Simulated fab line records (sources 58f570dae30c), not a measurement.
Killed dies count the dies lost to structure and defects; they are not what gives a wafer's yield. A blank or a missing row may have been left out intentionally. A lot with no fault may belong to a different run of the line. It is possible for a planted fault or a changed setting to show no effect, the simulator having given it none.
Code-filled problem report in 8D (eight disciplines) form | flow berkeley cmos170 | the parts of the form that need people (team, actions taken, sign-off) are left out

== 1. THE PROBLEM ==
Across 6 wafers from 2 lots, WELLDRIVE_OXIDE_THK at UCB170_WELLDRIVE_THK_MEAS_02 averages 178 nm, while fault-free wafers read 198 nm with a standard deviation of 3.5. Relative to the usual mean, that is a shift of -5.6 standard deviations.
The first sign was on wafer L347.2 at day 7 07:46, on film metro-01. At this step, 42 wafers from 14 lots have a number in the record. Rule for "out" (also "out of limits"): further than 4 standard deviations from the usual mean. The other wafers with a number count as sound.

== 2. WHAT IT IS AND WHAT IT IS NOT ==
question                    | is                           | is not
which readings at this step | WELLDRIVE_OXIDE_THK          | -
which lots                  | L347, L348                   | L332, L333, L334, L335, L336, L337, L338, L339, L340, L342, L350, L351
which wafers of those lots  | all that have a number       | -
read on which gauges        | film metro-01, film metro-02 | film metro-03
when                        | from day 7 07:46             | up to then (30 sound wafers); but 6 sound wafers of L350, L351 came after

== 3. SUSPECTS, AND WHAT RULES EACH OUT ==
Counting: a tool at any process step up to the reading remains a suspect when it ran all the lots that are out and ran no sound lot after the first of those.
- the gauge at UCB170_WELLDRIVE_THK_MEAS_02 has been ruled out. 2 gauges (film metro-01, film metro-02) read the wafers that are out.
- furnace-01 at UCB170_WELLDRIVE_OXIDATION_01 (target thk 199 nm, ox time 9000 s): kept. It ran every lot that is out, first L347 (day 7 04:16), and no sound lot after that; its last sound lot up to then is L342 (day 5 20:06). Its own readings are out on those wafers: spike tc centre C, spike tc source C.
Left after counting: furnace-01 at UCB170_WELLDRIVE_OXIDATION_01.

== 4. THE CAUSE (what the simulator had put in) ==
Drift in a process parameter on furnace-01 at UCB170_WELLDRIVE_OXIDATION_01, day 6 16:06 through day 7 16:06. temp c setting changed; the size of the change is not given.
The count eliminated every tool but this one.

== 5. THE CHAIN OF EFFECTS, in route order ==
Rows list readings where the struck wafers' mean (over those with a number) sits beyond 3 standard deviations from the usual. Readings are gone through only where the record gives a usual standard deviation; hours: the median, over the lots, of the time from a lot's start at the first step in this table giving one to that lot's start at this step; sigmas: the change measured in usual standard deviations.
hours | step                          | reading             | usual    | on struck wafers | change | sigmas
0     | UCB170_WELLDRIVE_OXIDATION_01 | spike tc centre C   | 1102.2 C | 1085.9           | -16.3  | -14
0     | UCB170_WELLDRIVE_OXIDATION_01 | spike tc load C     | 1130 C   | 1117             | -13    | -4.2
0     | UCB170_WELLDRIVE_OXIDATION_01 | spike tc source C   | 1128.9 C | 1113.9           | -15.0  | -7.1
4     | UCB170_WELLDRIVE_THK_MEAS_02  | WELLDRIVE_OXIDE_THK | 198 nm   | 178              | -20    | -5.6
Its process steps:
- UCB170_WELLDRIVE_OXIDATION_01: target thk 199 nm, ox time 9000 s.
Later steps that measure or inspect, where all struck wafers having a row at the step show a number for every such reading and not one has moved that far: UCB170_SILICIDE_THK_MEAS_03, UCB170_M1_CD_MEAS_09.

== 6. WHAT WOULD HAVE CAUGHT IT SOONER ==
Counted from the fault's start at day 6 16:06, it took 16 hours until the first out-of-limits reading at a measuring or inspecting step in this record, taken at day 7 07:46.
Tool's own readings at UCB170_WELLDRIVE_OXIDATION_01, spike tc centre C, spike tc source C: out on all struck wafers the step has rows for; an alarm limit on them would have tripped on the first.
Lots out: 2; all had begun UCB170_WELLDRIVE_OXIDATION_01 on furnace-01 by day 7 07:46. A hold on the tool at that time would have spared none of them.
